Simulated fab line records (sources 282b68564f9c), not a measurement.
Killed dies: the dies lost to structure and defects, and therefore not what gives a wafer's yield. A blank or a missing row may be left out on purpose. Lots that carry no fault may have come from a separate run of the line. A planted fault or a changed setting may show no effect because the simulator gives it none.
Which tool was responsible? -- flow rit cmos -- 14 lots with 42 wafers sampled at 6 steps, on a route of 202 steps

== WHAT THE GAUGES READ, wafer by wafer ==
RIT_PWELL_OVL_MEAS_06.
lot,measured,on,PWELL_OVL (nm)
L889,day 1 22:56,overlay-02,1.0 1.2 -0.2
L890,day 2 03:05,overlay-01,-3.6 -1.8 -1.1
L893,day 2 18:28,overlay-01,-1.7 -1.1 -2.6
L894,day 2 23:00,overlay-01,1.0 1.1 3.0
L897,day 3 15:22,overlay-02,-3.6 -2.1 -0.4
L901,day 4 09:57,overlay-01,-1.6 -0.6 -0.6
L902,day 4 15:41,overlay-02,-2.0 -2.0 -0.8
L903,day 4 19:48,overlay-01,0.7 0.1 0.7
L904,day 5 00:49,overlay-02,-0.9 0.1 1.4
L906,day 5 12:00,overlay-02,-0.3 -0.8 -1.3
L907,day 5 16:10,overlay-02,-1.2 0.3 0.0
L908,day 5 20:58,overlay-01,-0.6 1.1 -0.3
L911,day 6 11:52,overlay-01,-3.0 -2.7 -3.3
L912,day 6 17:03,overlay-02,-1.1 -2.5 -3.1

RIT_WELLDRIVE_RS_MEAS_02: a four-point-probe measurement.
lot,measured,on,PWELL_RS (ohm/sq)
L889,day 2 04:48,film metro-02,429.7 430.5 429.4
L890,day 2 09:44,film metro-02,426.5 427.6 426.9
L893,day 3 00:20,film metro-02,428.6 427.5 428.8
L894,day 3 05:01,film metro-04,428.3 429.6 429.9
L897,day 3 21:14,film metro-02,430.5 429.1 430.3
L901,day 4 15:52,film metro-03,429.7 430.0 429.3
L902,day 4 21:37,film metro-03,429.1 431.1 429.8
L903,day 5 02:13,film metro-02,428.7 429.1 427.8
L904,day 5 06:43,film metro-04,427.9 428.0 429.0
L906,day 5 17:53,film metro-02,431.0 429.7 430.1
L907,day 5 22:41,film metro-02,429.3 430.4 432.2
L908,day 6 03:35,film metro-02,431.1 431.2 430.5
L911,day 6 18:39,film metro-02,428.5 428.8 427.5
L912,day 6 22:56,film metro-03,430.1 429.6 429.2

RIT_NLDD_OVL_MEAS_06.
lot,measured,on,NLDD_OVL (nm)
L889,day 2 17:27,overlay-02,-1.2 0.3 -1.1
L890,day 2 23:10,overlay-01,1.7 2.4 2.2
L893,day 3 13:00,overlay-01,-0.4 -3.1 -1.4
L894,day 3 17:53,overlay-02,1.1 1.6 0.6
L897,day 4 10:09,overlay-01,0.1 0.6 -0.8
L901,day 5 06:46,overlay-01,2.2 0.6 2.4
L902,day 5 10:04,overlay-01,1.1 0.3 -1.2
L903,day 5 15:38,overlay-01,-0.3 -1.2 -0.7
L904,day 5 19:37,overlay-01,-1.2 1.0 1.1
L906,day 6 07:29,overlay-02,0.5 1.6 1.6
L907,day 6 11:55,overlay-02,0.8 0.8 -0.6
L908,day 6 15:59,overlay-01,-2.1 2.0 -0.4
L911,day 7 09:21,overlay-02,0.6 0.9 -0.2
L912,day 7 13:43,overlay-01,-0.4 -0.2 -1.0

RIT_NLDD_TW_MEAS_10.
lot,measured,on,NLDD_TW
L889,day 2 18:05,film metro-01,2509 2500 2506
L890,day 2 23:43,film metro-03,2498 2492 2504
L893,day 3 13:31,film metro-04,2468 2469 2470
L894,day 3 18:25,film metro-04,2478 2496 2487
L897,day 4 10:40,film metro-01,1557 1548 1545
L901,day 5 07:17,film metro-03,2506 2517 2505
L902,day 5 10:35,film metro-04,1561 1534 1545
L903,day 5 16:09,film metro-04,2453 2441 2452
L904,day 5 20:08,film metro-03,2510 2517 2528
L906,day 6 08:00,film metro-03,2499 2500 2498
L907,day 6 12:26,film metro-03,2513 2512 2493
L908,day 6 16:30,film metro-04,2460 2467 2459
L911,day 7 09:52,film metro-04,2485 2455 2446
L912,day 7 14:14,film metro-04,2463 2453 2450

RIT_SDANNEAL_RS_MEAS_07: a four-point-probe measurement.
lot,measured,on,NLDD_RS (ohm/sq)
L889,day 3 01:49,film metro-04,150.9 151.6 151.4
L890,day 3 07:41,film metro-04,152.0 151.7 151.7
L893,day 3 21:22,film metro-04,151.5 152.1 152.3
L894,day 4 02:31,film metro-04,151.7 150.8 151.3
L897,day 4 18:24,film metro-03,515.8 517.8 522.5
L901,day 5 15:10,film metro-03,151.1 151.5 151.7
L902,day 5 18:29,film metro-03,507.2 509.1 510.0
L903,day 6 00:10,film metro-03,152.5 153.1 152.2
L904,day 6 04:03,film metro-04,151.1 151.4 151.5
L906,day 6 15:59,film metro-04,152.3 152.2 152.0
L907,day 6 20:22,film metro-03,151.3 151.0 151.9
L908,day 7 00:32,film metro-03,151.8 151.9 152.2
L911,day 7 18:06,film metro-03,150.6 151.7 152.2
L912,day 7 22:06,film metro-04,151.3 151.6 151.1

== WHICH TOOL RAN EACH LOT (tool, then ch and the chambers of the sampled wafers, then the start) ==
lot,RIT_NLDD_IMPLANT_08
L889,"implanter-03 ch 0, day 2 17:46"
L890,"implanter-01 ch 0, day 2 23:23"
L893,"implanter-02 ch 0, day 3 13:11"
L894,"implanter-01 ch 0, day 3 18:07"
L897,"implanter-01 ch 0, day 4 10:20"
L901,"implanter-03 ch 0, day 5 07:01"
L902,"implanter-01 ch 0, day 5 10:19"
L903,"implanter-03 ch 0, day 5 15:50"
L904,"implanter-02 ch 0, day 5 19:50"
L906,"implanter-03 ch 0, day 6 07:41"
L907,"implanter-02 ch 0, day 6 12:08"
L908,"implanter-03 ch 0, day 6 16:10"
L911,"implanter-03 ch 0, day 7 09:32"
L912,"implanter-02 ch 0, day 7 13:55"
- RIT_NLDD_IMPLANT_08

== WHAT THE TOOLS THEMSELVES READ (means of the sampled wafers that have a number; where no wafer has one, the mark that the record gives instead) ==
RIT_NLDD_IMPLANT_08.
lot,tool,dose ions cm2,end station pressure torr (Torr),faraday current uA
L889,implanter-03,5e+14,6.4e-06,1596
L890,implanter-01,5e+14,6.3e-06,1553
L893,implanter-02,5e+14,6.0e-06,1577
L894,implanter-01,5e+14,6.3e-06,1561
L897,implanter-01,1e+14,5.1e-06,312
L901,implanter-03,5e+14,6.6e-06,1565
L902,implanter-01,1e+14,5.1e-06,318
L903,implanter-03,5e+14,6.5e-06,1593
L904,implanter-02,5e+14,6.4e-06,1597
L906,implanter-03,5e+14,6.0e-06,1603
L907,implanter-02,5e+14,6.3e-06,1595
L908,implanter-03,5e+14,6.4e-06,1564
L911,implanter-03,5e+14,5.8e-06,1569
L912,implanter-02,5e+14,6.2e-06,1584

== THE ANSWER, worked out from the rows above alone ==
Rule: the lots themselves supply what counts as usual. The widest of any qualifying gaps counts: lots, ordered by their means at a reading, are off when they make up no more than a third of the lots, leave a main group of 4 or more, and stand apart from it by 3 or more times the standard deviation of that group's means. Not used: any main group whose means are identical at the precision the tables above print for the reading. A lot without any number at a reading at which 4 lots or more have one is off too. The other lots that the step has rows for count as sound. First the gauges in route order, then the tools' own readings, where a lot's mean is used as printed above. At the first step where some lot is off, the reading lying furthest off is the one used; lots without a number count as furthest.
Off: at RIT_NLDD_TW_MEAS_10 (NLDD_TW), L897, L902. The main group has a mean of 2485 with a standard deviation of 23.
If a tool, at a process step before that reading, ran all the lots that are off and no sound lot after the first of them, it fits. Not tried: the gauges at RIT_NLDD_TW_MEAS_10; whatever is off there is also off at RIT_SDANNEAL_RS_MEAS_07, on other tools, and gauge error can't account for it. One fits: implanter-01 at RIT_NLDD_IMPLANT_08. Its last sound lot is L894 (day 3 18:07), its first lot that is off L897 (day 4 10:20): a fault that began between those two fits.
The tool's own readings at RIT_NLDD_IMPLANT_08 bear it out: on the lots that are off they differ by more than 5 times the standard deviation of the sound lots' means. dose ions cm2 reads 1e+14 there against 5e+14 on the sound lots; end station pressure torr reads 5.1e-06 Torr there against 6.3e-06 Torr on the sound lots; faraday current uA reads 315 there against 1580 on the sound lots.

== WHAT THE SIMULATOR PUT IN ==
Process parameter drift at RIT_NLDD_IMPLANT_08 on implanter-01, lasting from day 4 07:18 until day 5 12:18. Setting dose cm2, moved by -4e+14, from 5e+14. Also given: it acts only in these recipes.
Lots struck among those shown: L897, L902. The rule above reached the same finding.
